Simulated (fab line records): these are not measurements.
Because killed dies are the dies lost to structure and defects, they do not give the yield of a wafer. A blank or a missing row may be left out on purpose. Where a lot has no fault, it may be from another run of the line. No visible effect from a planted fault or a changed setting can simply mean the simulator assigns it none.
What tool caused it? -- flow berkeley-cmos170 -- 7 lots, 21 wafers sampled, at 2 steps of a route of 331

WHAT THE GAUGES READ, wafer by wafer
UCB170_PVT_TW_MEAS_09.
lot,measured,on,PVT_TW
L197,day 5 05:49,film-metro-04,505 508 507
L198,day 5 21:55,film-metro-02,649 644 647
L204,day 7 07:27,film-metro-03,630 629 630
L210,day 8 09:45,film-metro-03,507 510 509
L212,day 9 07:59,film-metro-03,511 510 511
L215,day 9 11:10,film-metro-03,511 512 510
L217,day 10 09:13,film-metro-03,510 512 512

EACH LOT AND THE TOOL THAT RAN IT (in order: tool; ch and the chambers of the sampled wafers; start)
lot,UCB170_PVT_IMPLANT_07
L197,"implanter-03 ch 0, day 5 05:37"
L198,"implanter-04 ch 0, day 5 21:17"
L204,"implanter-03 ch 0, day 7 06:39"
L210,"implanter-03 ch 0, day 8 09:30"
L212,"implanter-03 ch 0, day 9 07:44"
L215,"implanter-04 ch 0, day 9 10:55"
L217,"implanter-02 ch 0, day 10 08:59"
- UCB170_PVT_IMPLANT_07

THE ANSWER, worked out from the rows above alone
Rule: the usual values come from the lots themselves. The widest of any qualifying gaps counts: lots, ordered by their means at a reading, are off when they make up no more than a third of the lots, leave a main group of 4 or more, and stand apart from it by 3 or more times the standard deviation of that group's means. A main group is skipped when, at the precision printed for the reading in the tables above, its means are all equal. A lot without any number at a reading at which 4 lots or more have one is off too. All remaining lots with rows at the step are treated as sound.
Off: L198, L204, seen at UCB170_PVT_TW_MEAS_09 (PVT_TW). Main group: mean 510, sd 1.8.
A tool fits if, at a process step before that reading, it ran every lot that is off, and no sound lot after the first of them. The gauges at UCB170_PVT_TW_MEAS_09 are tried like those tools. Of those tried, none fits.

WHAT WAS PUT IN BY THE SIMULATOR
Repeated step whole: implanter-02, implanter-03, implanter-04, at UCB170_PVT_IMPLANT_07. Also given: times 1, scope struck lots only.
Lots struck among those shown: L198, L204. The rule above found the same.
